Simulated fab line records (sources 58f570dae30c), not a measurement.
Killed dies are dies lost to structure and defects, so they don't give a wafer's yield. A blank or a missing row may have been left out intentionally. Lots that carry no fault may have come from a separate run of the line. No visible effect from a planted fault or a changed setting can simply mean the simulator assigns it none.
fab line records	flow berkeleyCmos170
record lots=14	wafers=42	lastDay=12
route steps=331 shown NWELL@16 PWELL@51 WELLDRIVE@56 CONTACT@236
lots with no fault: from the same line, run without faults
startH: the number of hours between the record's first day and the start of the first shown wafer of the lot	waitH: hours from the lot's prior step to this one	" unchanged from the row above	L1.1+2: a row that stands for several wafers	- either no value or no given start	* or withheld: withheld	< > ~ a bound
route shown NAME@n: NAME is a module with steps in the file, n the number in the route of the first one	usual: mean/standard deviation taken from wafers without a fault	same: alike in all rows	chamber/n: place in a boat	sites: per-site readings	_std_site: the standard deviation of these	_edge_site: inner sites' mean taken away from outer sites' mean	radiusMm: for every site, how far away it sits from the centre of the wafer	mask NAME#n: copy n	behind: tool/chamber where the wafer was last shaped	hold: the reason the lot was held/the length of the hold in hours/how it ended	device: the n, p or np transistor that did not switch	end of line: tests of these same wafers at the route's end	step lacking rows: just its recipe	killed: dies lost to structure and defects at the first sort, not the wafer's yield	map: a wafer's dies, x killed, . not, _ none there
set.NAME: the run value of the setting; set.NAME@STEP: its run value at that earlier step	model.NAME: the simulator's own value behind a step, which no gauge read
one table for each step of the route and one row for each wafer, over a sample of lots
services: when a tool's chamber went out of use (startH, in hours from the record's first day, below 0 if earlier), for how many hours, and the reason
## steps
# step UCB170_NWELL_THK_MEAS_02
# recipe reads=SiO2_of_NWELL_OXIDATION_01
# usual NWELL_OXIDE_THK=26.4/0.63
lot.wafer	tool	chamber	startH	waitH	NWELL_OXIDE_THK[nm]
L673.2	filmMetro-02	-	25.85	0.0	26.3
L673.3	"	-	"	"	25.9
L673.4	"	-	"	"	25.9
L674.2	filmMetro-02	-	37.26	0.0	25.5
L674.3	"	-	"	"	25.9
L674.6	"	-	"	"	25.8
L675.1	filmMetro-01	-	42.28	0.0	27.6
L675.4	"	-	"	"	27.5
L675.5	"	-	"	"	26.9
L676.2	filmMetro-02	-	42.29	0.0	26.3
L676.3	"	-	"	"	26.5
L676.5	"	-	"	"	26.6
L677.2	filmMetro-01	-	50.05	0.0	24.9
L677.3	"	-	"	"	24.7
L677.6	"	-	"	"	24.5
L679.1	filmMetro-01	-	62.46	0.1	26.5
L679.5	"	-	"	"	26.7
L679.6	"	-	"	"	26.8
L682.1	filmMetro-01	-	78.10	0.0	26.8
L682.2	"	-	"	"	26.7
L682.5	"	-	"	"	26.6
L683.2	filmMetro-02	-	82.49	0.0	27.0
L683.3	"	-	"	"	27.0
L683.5	"	-	"	"	26.9
L687.1	filmMetro-02	-	102.85	0.0	25.0
L687.3	"	-	"	"	25.5
L687.4	"	-	"	"	25.4
L688.3	filmMetro-02	-	114.40	0.0	26.0
L688.4	"	-	"	"	25.9
L688.5	"	-	"	"	25.9
L691.2	filmMetro-01	-	121.40	0.0	26.8
L691.4	"	-	"	"	26.9
L691.6	"	-	"	"	27.2
L690.2	filmMetro-02	-	121.41	0.0	27.0
L690.3	"	-	"	"	26.9
L690.6	"	-	"	"	27.1
L692.1	filmMetro-04	-	127.24	0.0	26.3
L692.2	"	-	"	"	26.5
L692.6	"	-	"	"	26.2
L693.4	filmMetro-02	-	131.46	0.0	25.7
L693.5	"	-	"	"	26.1
L693.6	"	-	"	"	26.0
# step UCB170_PWELL_TW_MEAS_17
# usual PWELL_TW=380.1/2.5
lot.wafer	tool	chamber	startH	waitH	PWELL_TW
L673.2	filmMetro-03	-	52.18	0.1	382.4
L673.3	"	-	"	"	382.2
L673.4	"	-	"	"	382.3
L674.2	filmMetro-02	-	63.31	0.1	376.2
L674.3	"	-	"	"	378.2
L674.6	"	-	"	"	377.6
L675.1	filmMetro-02	-	67.03	0.1	375.9
L675.4	"	-	"	"	375.2
L675.5	"	-	"	"	378.4
L676.2	filmMetro-03	-	67.32	0.1	379.0
L676.3	"	-	"	"	383.0
L676.5	"	-	"	"	383.8
L677.2	filmMetro-02	-	78.26	0.3	380.1
L677.3	"	-	"	"	381.8
L677.6	"	-	"	"	380.9
L679.1	filmMetro-02	-	90.19	0.1	381.7
L679.5	"	-	"	"	380.4
L679.6	"	-	"	"	380.1
L682.1	filmMetro-03	-	117.06	0.1	378.4
L682.2	"	-	"	"	381.6
L682.5	"	-	"	"	381.9
L683.2	filmMetro-02	-	117.22	0.1	376.2
L683.3	"	-	"	"	380.7
L683.5	"	-	"	"	378.3
L687.1	filmMetro-04	-	132.35	0.1	378.0
L687.3	"	-	"	"	378.5
L687.4	"	-	"	"	378.1
L688.3	filmMetro-03	-	140.13	0.1	381.7
L688.4	"	-	"	"	383.3
L688.5	"	-	"	"	380.3
L690.2	filmMetro-04	-	149.11	0.1	378.6
L690.3	"	-	"	"	378.6
L690.6	"	-	"	"	376.2
L691.2	filmMetro-03	-	149.46	0.1	384.9
L691.4	"	-	"	"	382.6
L691.6	"	-	"	"	383.1
L693.4	filmMetro-03	-	154.14	0.1	382.1
L693.5	"	-	"	"	379.9
L693.6	"	-	"	"	381.1
L692.1	filmMetro-03	-	154.79	0.1	382.5
L692.2	"	-	"	"	381.6
L692.6	"	-	"	"	382.6
# step UCB170_WELLDRIVE_OXIDATION_01
# recipe tempC=1100	ambient=O2	targetThkA=1990	oxTimeS=9000
# usual spikeTcCentreC=1102.7/1.1	spikeTcLoadC=1128.9/1.8	spikeTcSourceC=1125.5/1.5	tubeCenterTempC=1100.0/0.11	tube_center_temp_C_max=1102.9/0.46	zonePowerLoadPct=44.9/1.3
# same oxTimeS=9000
lot.wafer	tool	chamber	startH	waitH	spikeTcCentreC	spikeTcLoadC	spikeTcSourceC	tubeCenterTempC	tube_center_temp_C_max	zonePowerLoadPct
L673.2	furnace-03	0	61.50	4.9	1104.3	1128.9	1125.7	1100.1	1103.5	41.1
L673.3	"	0	"	"	1104.8	1128.6	1126.3	1100.0	1102.1	42.1
L673.4	"	0	"	"	1104.0	1127.5	1126.7	1099.9	1102.7	41.5
L674.2	furnace-01	0	70.87	3.1	1103.2	1133.4	1126.4	1099.9	1102.9	45.7
L674.3	"	0	"	"	1101.4	1131.1	1124.7	1100.0	1102.3	45.9
L674.6	"	0	"	"	1102.4	1130.8	1126.3	1100.0	1102.3	45.6
L675.1	furnace-02	0	74.80	2.2	1103.2	1127.2	1126.3	1100.3	1102.7	45.7
L675.4	"	0	"	"	1102.0	1128.7	1125.2	1100.0	1102.8	45.4
L675.5	"	0	"	"	1102.1	1128.4	1124.9	1100.1	1103.2	45.1
L676.2	furnace-02	0	74.80	2.2	1103.8	1125.5	1126.0	1099.9	1103.0	44.9
L676.3	"	0	"	"	1104.5	1128.6	1124.9	1099.9	1102.5	45.4
L676.5	"	0	"	"	1101.5	1126.5	1123.1	1099.9	1102.6	45.2
L677.2	furnace-02	0	87.98	4.9	1101.2	1127.4	1125.1	1100.0	1102.5	45.1
L677.3	"	0	"	"	1101.8	1127.9	1123.7	1100.1	1103.3	45.4
L677.6	"	0	"	"	1102.4	1127.5	1124.5	1100.2	1102.6	45.1
L679.1	furnace-01	0	102.02	7.0	1101.8	1131.3	1126.1	1100.2	1103.4	44.7
L679.5	"	0	"	"	1104.1	1130.0	1123.7	1100.1	1102.3	44.6
L679.6	"	0	"	"	1103.0	1131.0	1127.5	1099.9	1102.8	44.7
L682.1	furnace-01	0	125.21	3.3	1132.6	1162.5	1158.9	1132.0	1134.7	47.9
L682.2	"	0	"	"	1133.1	1162.5	1157.7	1131.8	1134.1	48.2
L682.5	"	0	"	"	1135.3	1164.0	1158.1	1131.9	1134.9	47.9
L683.2	furnace-01	0	125.21	3.3	1133.4	1163.5	1158.4	1131.8	1134.2	48.1
L683.3	"	0	"	"	1136.0	1163.7	1159.1	1132.0	1134.6	49.4
L683.5	"	0	"	"	1134.5	1162.0	1159.4	1132.1	1134.5	48.9
L687.1	furnace-03	0	139.26	2.2	1102.2	1128.6	1125.8	1100.0	1103.8	41.3
L687.3	"	0	"	"	1104.5	1129.4	1127.3	1100.1	1102.0	41.7
L687.4	"	0	"	"	1102.9	1129.2	1127.3	1100.1	1102.6	42.1
L688.3	furnace-02	0	148.60	2.8	1102.0	1126.8	1124.9	1099.9	1102.7	45.3
L688.4	"	0	"	"	1102.0	1127.3	1125.0	1099.9	1103.4	45.4
L688.5	"	0	"	"	1103.0	1129.6	1126.0	1099.9	1102.9	45.8
L690.2	furnace-02	0	157.45	3.1	1102.4	1125.9	1124.9	1100.0	1102.5	45.2
L690.3	"	0	"	"	1104.6	1127.8	1125.2	1100.0	1102.5	45.3
L690.6	"	0	"	"	1101.7	1125.9	1124.6	1100.0	1102.4	45.7
L691.2	furnace-02	0	160.95	1.8	1103.9	1127.3	1122.8	1100.0	1102.3	45.1
L691.4	"	0	"	"	1102.8	1127.6	1126.6	1099.9	1102.8	45.0
L691.6	"	0	"	"	1101.0	1129.0	1124.5	1099.9	1103.1	44.1
L693.4	furnace-02	0	160.95	1.6	1103.0	1127.7	1123.8	1099.9	1102.2	46.1
L693.5	"	0	"	"	1103.1	1127.4	1123.3	1099.9	1102.4	44.5
L693.6	"	0	"	"	1103.8	1126.8	1123.0	1100.1	1102.4	44.6
L692.1	furnace-02	0	164.45	3.0	1103.1	1126.0	1124.3	1100.0	1102.5	45.4
L692.2	"	0	"	"	1102.9	1127.5	1126.0	1100.2	1102.9	45.3
L692.6	"	0	"	"	1102.1	1125.9	1123.9	1100.0	1102.9	45.5
# step UCB170_WELLDRIVE_THK_MEAS_02
# recipe reads=SiO2_of_WELLDRIVE_OXIDATION_01
# usual WELLDRIVE_OXIDE_THK=199/3.1
lot.wafer	tool	chamber	startH	waitH	WELLDRIVE_OXIDE_THK[nm]
L673.2	filmMetro-03	-	65.01	0.0	197
L673.3	"	-	"	"	196
L673.4	"	-	"	"	197
L674.2	filmMetro-01	-	74.38	0.0	194
L674.3	"	-	"	"	199
L674.6	"	-	"	"	194
L675.1	filmMetro-01	-	78.30	0.0	203
L675.4	"	-	"	"	201
L675.5	"	-	"	"	201
L676.2	filmMetro-01	-	78.37	0.1	197
L676.3	"	-	"	"	196
L676.5	"	-	"	"	196
L677.2	filmMetro-01	-	91.49	0.0	200
L677.3	"	-	"	"	199
L677.6	"	-	"	"	200
L679.1	filmMetro-01	-	105.52	0.0	200
L679.5	"	-	"	"	200
L679.6	"	-	"	"	202
L682.1	filmMetro-03	-	128.71	0.0	231
L682.2	"	-	"	"	229
L682.5	"	-	"	"	231
L683.2	filmMetro-04	-	128.72	0.0	226
L683.3	"	-	"	"	227
L683.5	"	-	"	"	231
L687.1	filmMetro-04	-	142.76	0.0	199
L687.3	"	-	"	"	197
L687.4	"	-	"	"	200
L688.3	filmMetro-04	-	152.12	0.0	196
L688.4	"	-	"	"	196
L688.5	"	-	"	"	196
L690.2	filmMetro-03	-	160.96	0.0	193
L690.3	"	-	"	"	195
L690.6	"	-	"	"	194
L691.2	filmMetro-04	-	164.46	0.0	201
L691.4	"	-	"	"	203
L691.6	"	-	"	"	204
L693.4	filmMetro-03	-	164.48	0.0	199
L693.5	"	-	"	"	198
L693.6	"	-	"	"	201
L692.1	filmMetro-04	-	167.95	0.0	207
L692.2	"	-	"	"	201
L692.6	"	-	"	"	201
# step UCB170_CONTACT_CD_MEAS_90
# recipe targetCdNm=700
# usual cdNm=700.4/1.5
lot.wafer	tool	chamber	startH	waitH	cdNm
L673.2	cdSem-02	-	164.62	0.2	702.1
L673.3	"	-	"	"	699.6
L673.4	"	-	"	"	698.7
L674.2	cdSem-02	-	164.92	0.1	702.1
L674.3	"	-	"	"	703.8
L674.6	"	-	"	"	703.1
L675.1	cdSem-02	-	166.37	0.1	701.1
L675.4	"	-	"	"	699.6
L675.5	"	-	"	"	701.1
L676.2	cdSem-02	-	166.75	0.3	700.4
L676.3	"	-	"	"	698.4
L676.5	"	-	"	"	699.5
L677.2	cdSem-02	-	186.74	0.1	697.9
L677.3	"	-	"	"	698.1
L677.6	"	-	"	"	699.3
L679.1	cdSem-01	-	194.02	0.1	700.0
L679.5	"	-	"	"	698.2
L679.6	"	-	"	"	700.3
L682.1	cdSem-01	-	216.09	0.1	700.4
L682.2	"	-	"	"	699.7
L682.5	"	-	"	"	700.7
L683.2	cdSem-01	-	216.66	0.1	698.2
L683.3	"	-	"	"	700.4
L683.5	"	-	"	"	700.5
L687.1	cdSem-01	-	230.36	0.1	701.0
L687.3	"	-	"	"	699.7
L687.4	"	-	"	"	702.9
L688.3	cdSem-01	-	244.45	0.1	700.0
L688.4	"	-	"	"	699.5
L688.5	"	-	"	"	699.6
L690.2	cdSem-01	-	247.43	0.1	700.8
L690.3	"	-	"	"	698.5
L690.6	"	-	"	"	700.9
L693.4	cdSem-01	-	252.63	0.1	700.6
L693.5	"	-	"	"	701.1
L693.6	"	-	"	"	701.8
L691.2	cdSem-02	-	252.86	0.1	701.2
L691.4	"	-	"	"	701.0
L691.6	"	-	"	"	700.9
L692.1	cdSem-01	-	252.93	0.1	701.6
L692.2	"	-	"	"	700.1
L692.6	"	-	"	"	698.0
## services
tool	chamber	startH	hours	kind
furnace-03	-	87.76	44.6	pm
furnace-02	-	108.53	2.9	pm
furnace-02	-	143.49	3.4	pm
furnace-01	-	148.81	3.3	pm
## key
firstSign step=UCB170_WELLDRIVE_OXIDATION_01	reading=tubeCenterTempC	direction=up	sigmas=99+	usual=*	struck=*
effect step=UCB170_WELLDRIVE_OXIDATION_01	reading=tube_center_temp_C_max	direction=up	sigmas=69	usual=*	struck=*
effect step=UCB170_WELLDRIVE_THK_MEAS_02	reading=WELLDRIVE_OXIDE_THK	direction=up	sigmas=9.8	usual=199	struck=229
metAt UCB170_WELLDRIVE_OXIDATION_01
struckLots L682,L683
testerLeftOut L682,L683
notActingAt UCB170_NWELL_THK_MEAS_02,UCB170_PWELL_TW_MEAS_17,UCB170_CONTACT_CD_MEAS_90
onsetBetween 102.02 125.21
fault kind=processParameterDrift	tool=furnace-01	chamber=-	onsetH=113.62	steps=UCB170_WELLDRIVE_OXIDATION_01	channel=tempC	offset=*	shape=step	endH=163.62	actsIn=*	stated=*
# testerLeftOut: of these lots the tester's yield and bins aren't shown, on N5 and GAA mostly nor the transistor test; their killed dies are dies lost to structure and defects alone, not to doping, threshold or leakage, so they don't give the yield
